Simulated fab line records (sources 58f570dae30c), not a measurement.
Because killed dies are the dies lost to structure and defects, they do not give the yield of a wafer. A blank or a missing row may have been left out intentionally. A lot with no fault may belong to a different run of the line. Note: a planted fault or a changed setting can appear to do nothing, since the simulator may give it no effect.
Which tool did it? | flow berkeley cmos170 | Sampling: 14 lots, 42 wafers, 5 of 331 route steps

WHAT THE GAUGES SHOWED, per wafer
UCB170_V2_THK_MEAS_04.
lot  | measured     | on            | V2_POLISHED_THK (nm)
L518 | day 7 10:30  | film metro-02 | 1001.0 1001.7 1002.5
L520 | day 8 11:04  | film metro-02 | 997.5 999.6 1000.5
L519 | day 8 11:11  | film metro-03 | 1000.2 999.1 997.0
L521 | day 8 16:25  | film metro-02 | 998.7 997.8 999.8
L524 | day 9 01:01  | film metro-04 | 999.3 1001.3 998.6
L523 | day 9 01:10  | film metro-02 | 1001.9 998.4 1000.3
L527 | day 9 10:40  | film metro-02 | 1001.5 998.9 998.0
L526 | day 9 10:59  | film metro-04 | 997.7 998.9 997.8
L530 | day 10 20:49 | film metro-03 | 997.2 1000.0 1002.4
L532 | day 11 11:16 | film metro-03 | 999.5 998.6 1000.7
L538 | day 11 20:37 | film metro-03 | 999.9 998.1 1000.6
L541 | day 12 16:17 | film metro-04 | 999.2 999.8 998.8
L539 | day 12 16:37 | film metro-04 | 998.1 999.2 1001.5
L540 | day 12 16:56 | film metro-02 | 1001.9 1000.1 1001.4

UCB170_V2_CD_MEAS_12 targets a cd of 700 nm.
lot  | measured     | on        | cd nm (nm)
L518 | day 7 11:37  | cd sem-01 | 700.4 699.5 699.3
L520 | day 8 13:05  | cd sem-01 | 700.8 700.5 702.4
L519 | day 8 13:40  | cd sem-01 | 700.8 701.3 700.9
L521 | day 8 17:29  | cd sem-02 | 700.0 700.3 701.5
L524 | day 9 04:19  | cd sem-02 | 701.4 701.5 700.6
L523 | day 9 04:38  | cd sem-02 | 696.1 695.9 697.1
L527 | day 9 11:53  | cd sem-01 | 698.6 698.1 699.5
L526 | day 9 12:29  | cd sem-02 | 700.3 700.6 701.1
L530 | day 10 22:22 | cd sem-01 | 699.3 698.7 699.1
L532 | day 11 12:28 | cd sem-01 | 700.9 701.2 700.2
L538 | day 11 22:19 | cd sem-01 | 690.5 689.5 690.5
L541 | day 12 17:23 | cd sem-02 | 702.9 703.9 703.1
L539 | day 12 18:04 | cd sem-02 | 689.2 689.7 687.9
L540 | day 12 18:12 | cd sem-01 | 701.0 701.4 702.5

UCB170_M3_CD_MEAS_15 targets a cd of 700 nm.
lot  | measured     | on        | cd nm (nm)
L518 | day 7 14:05  | cd sem-02 | 698.5 698.5 698.9
L520 | day 8 16:22  | cd sem-01 | 697.1 698.8 699.8
L519 | day 8 16:52  | cd sem-02 | 698.8 698.3 698.4
L521 | day 8 20:11  | cd sem-01 | 700.6 699.4 700.4
L524 | day 9 09:13  | cd sem-02 | 697.0 698.3 699.4
L523 | day 9 09:31  | cd sem-02 | 697.8 696.5 697.9
L527 | day 9 14:36  | cd sem-02 | 700.2 700.7 699.3
L526 | day 9 14:57  | cd sem-02 | 699.0 700.0 697.8
L530 | day 11 01:24 | cd sem-01 | 699.4 699.8 697.7
L532 | day 11 16:32 | cd sem-02 | 700.3 699.1 697.9
L538 | day 12 01:27 | cd sem-01 | 700.2 699.7 701.4
L541 | day 12 20:11 | cd sem-01 | 699.6 699.4 699.4
L539 | day 12 21:32 | cd sem-02 | 701.9 702.9 701.9
L540 | day 12 21:41 | cd sem-01 | 697.6 698.8 698.3

TOOL THAT RAN EACH LOT (tool first, then ch and the chambers of the sampled wafers, then the start)
lot  | UCB170_M2_ETCH_17                  | UCB170_V2_SOFTBAKE_08
L518 | rie diel-03 ch 0,3, day 7 09:13    | litho track-03 ch 0, day 7 11:03
L520 | rie diel-03 ch 0,1,3, day 8 09:47  | litho track-04 ch 0, day 8 11:38
L519 | rie diel-02 ch 0,1,3, day 8 10:02  | litho track-01 ch 0, day 8 12:47
L521 | rie diel-01 ch 0,1,3, day 8 15:08  | litho track-04 ch 0, day 8 16:57
L524 | rie diel-03 ch 0,1,2, day 8 23:45  | litho track-01 ch 0, day 9 02:56
L523 | rie diel-02 ch 0,1,3, day 9 00:04  | litho track-03 ch 0, day 9 03:13
L527 | rie diel-03 ch 0,1,3, day 9 09:35  | litho track-03 ch 0, day 9 11:13
L526 | rie diel-03 ch 0,1,3, day 9 09:42  | litho track-04 ch 0, day 9 11:49
L530 | rie diel-02 ch 0,2,3, day 10 19:44 | litho track-04 ch 0, day 10 21:30
L532 | rie diel-02 ch 0,1,2, day 11 10:11 | litho track-03 ch 0, day 11 11:48
L538 | rie diel-03 ch 0,3, day 11 19:24   | litho track-03 ch 0, day 11 21:31
L541 | rie diel-02 ch 1,2, day 12 15:11   | litho track-01 ch 0, day 12 16:51
L539 | rie diel-03 ch 0,1,3, day 12 15:28 | litho track-03 ch 0, day 12 17:17
L540 | rie diel-01 ch 0,1,2, day 12 15:47 | litho track-04 ch 0, day 12 17:30
- UCB170_M2_ETCH_17: etches BARC in N2/H2.
- UCB170_V2_SOFTBAKE_08: time 60 s.

WHAT THE TOOLS THEMSELVES READ (means of the sampled wafers that have a number; where no wafer has one, the mark that the record gives instead)
UCB170_M2_ETCH_17.
lot  | tool        | drypump motor current A (A) | oes product au (a.u.) | throttle valve pct (%)
L518 | rie diel-03 | 5.9                         | 0.982                 | 13.22
L520 | rie diel-03 | 6.1                         | 0.977                 | 13.27
L519 | rie diel-02 | 5.3                         | 1.019                 | 13.27
L521 | rie diel-01 | 6.1                         | 1.021                 | 13.42
L524 | rie diel-03 | 6.2                         | 0.979                 | 13.24
L523 | rie diel-02 | 5.3                         | 1.007                 | 13.28
L527 | rie diel-03 | 6.1                         | 0.983                 | 13.27
L526 | rie diel-03 | 6.2                         | 0.986                 | 13.28
L530 | rie diel-02 | 5.7                         | 1.022                 | 13.49
L532 | rie diel-02 | 5.8                         | 1.007                 | 13.24
L538 | rie diel-03 | 6.2                         | 0.989                 | 13.13
L541 | rie diel-02 | 5.5                         | 0.995                 | 13.07
L539 | rie diel-03 | 6.1                         | 0.976                 | 13.27
L540 | rie diel-01 | 6.1                         | 1.027                 | 13.41

UCB170_V2_SOFTBAKE_08.
lot  | tool           | heater power total W (W) | plate temp C (C)
L518 | litho track-03 | 56.83                    | 130.01
L520 | litho track-04 | 56.83                    | 130.03
L519 | litho track-01 | 56.79                    | 129.96
L521 | litho track-04 | 56.79                    | 130.00
L524 | litho track-01 | 56.79                    | 129.95
L523 | litho track-03 | 56.84                    | 130.12
L527 | litho track-03 | 56.80                    | 130.08
L526 | litho track-04 | 56.83                    | 129.88
L530 | litho track-04 | 56.79                    | 129.96
L532 | litho track-03 | 56.79                    | 130.14
L538 | litho track-03 | 54.14                    | 125.17
L541 | litho track-01 | 56.83                    | 129.77
L539 | litho track-03 | 54.11                    | 125.25
L540 | litho track-04 | 56.80                    | 129.98

THE ANSWER, worked out from the rows above alone
Rule: what is usual is taken from the lots themselves. The widest of any qualifying gaps counts: lots, ordered by their means at a reading, are off when they make up no more than a third of the lots, leave a main group of 4 or more, and stand apart from it by 3 or more times the standard deviation of that group's means. A main group is skipped when, at the precision printed for the reading in the tables above, its means are all equal. Also off: a lot with no number at a reading for which 4 or more lots have one. Where the step has rows for the other lots, those lots are counted as sound. First the gauges in route order, then the tools' own readings, where a lot's mean is used as printed above. At the first step where some lot is off, the reading lying furthest off is the one used; lots without a number count as furthest.
Off: L538, L539, at UCB170_V2_CD_MEAS_12 (cd nm). Main group: mean 700.4 nm, sd 1.7.
If a tool, at a process step before that reading, ran all the lots that are off and no sound lot after the first of them, it fits. The gauges at UCB170_V2_CD_MEAS_12 aren't tried: what is off there is off at UCB170_V2_SOFTBAKE_08 too, on other tools, and a gauge's error can't cause that. Can't be told from this: 2 tools fit, rie diel-03 at UCB170_M2_ETCH_17, litho track-03 at UCB170_V2_SOFTBAKE_08.

WHAT WAS PUT IN BY THE SIMULATOR
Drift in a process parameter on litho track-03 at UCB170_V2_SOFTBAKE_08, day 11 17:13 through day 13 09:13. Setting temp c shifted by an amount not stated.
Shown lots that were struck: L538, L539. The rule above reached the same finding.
